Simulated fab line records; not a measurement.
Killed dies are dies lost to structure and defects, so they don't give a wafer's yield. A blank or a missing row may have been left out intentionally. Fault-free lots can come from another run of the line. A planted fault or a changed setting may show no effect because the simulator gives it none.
Matching of chambers | flow berkeley_cmos170 | UCB170_V2_ETCH_14 on rie_diel-02 has 4 sister chambers
The step etches SiO2 in CHF3/CF4/Ar, stops on Al, target depth 1250 nm, time 300.3 s. 4 wafers are shown with their chamber, then 8 later ones without.

## WAFERS WITH THEIR CHAMBER
wafer  | chamber | throttle_valve_pct (%)
L084.2 | 1       | 7.05
L089.5 | 2       | 7.12
L089.6 | 3       | 6.84
L087.2 | 0       | 7.10

## WAFERS WHOSE CHAMBER IS MISSING
wafer  | throttle_valve_pct (%)
L087.3 | 7.11
L087.6 | 7.12
L094.1 | 7.06
L094.2 | 6.83
L094.5 | 7.11
L092.3 | 7.06
L092.4 | 7.11
L092.6 | 7.09

## WHICH CHAMBER EACH WENT THROUGH
wafer  | from the rows above     | in truth
L087.3 | can't be placed: 2 or 0 | 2
L087.6 | 2                       | 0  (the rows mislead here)
L094.1 | 1                       | 1
L094.2 | 3                       | 3
L094.5 | can't be placed: 2 or 0 | 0
L092.3 | 1                       | 1
L092.4 | can't be placed: 2 or 0 | 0
L092.6 | 0                       | 0
4 of 8 placed correctly. Not placeable from these rows: 3 (in 3, the candidates include the true chamber). Wrongly placed: 1.
How it was worked out, from the rows above alone: a wafer's distance from a chamber is the root of the sum, over the readings, of the square of ((its reading less the chamber's mean) divided by the reading's scatter). If the next closest chamber is less than 2 further off than the closest, the wafer can't be placed; otherwise it belongs to the closest. A chamber's mean is the mean of its shown wafers. The scatter: root of mean squared gap, hidden wafer to nearest shown wafer, with one shown wafer a chamber.
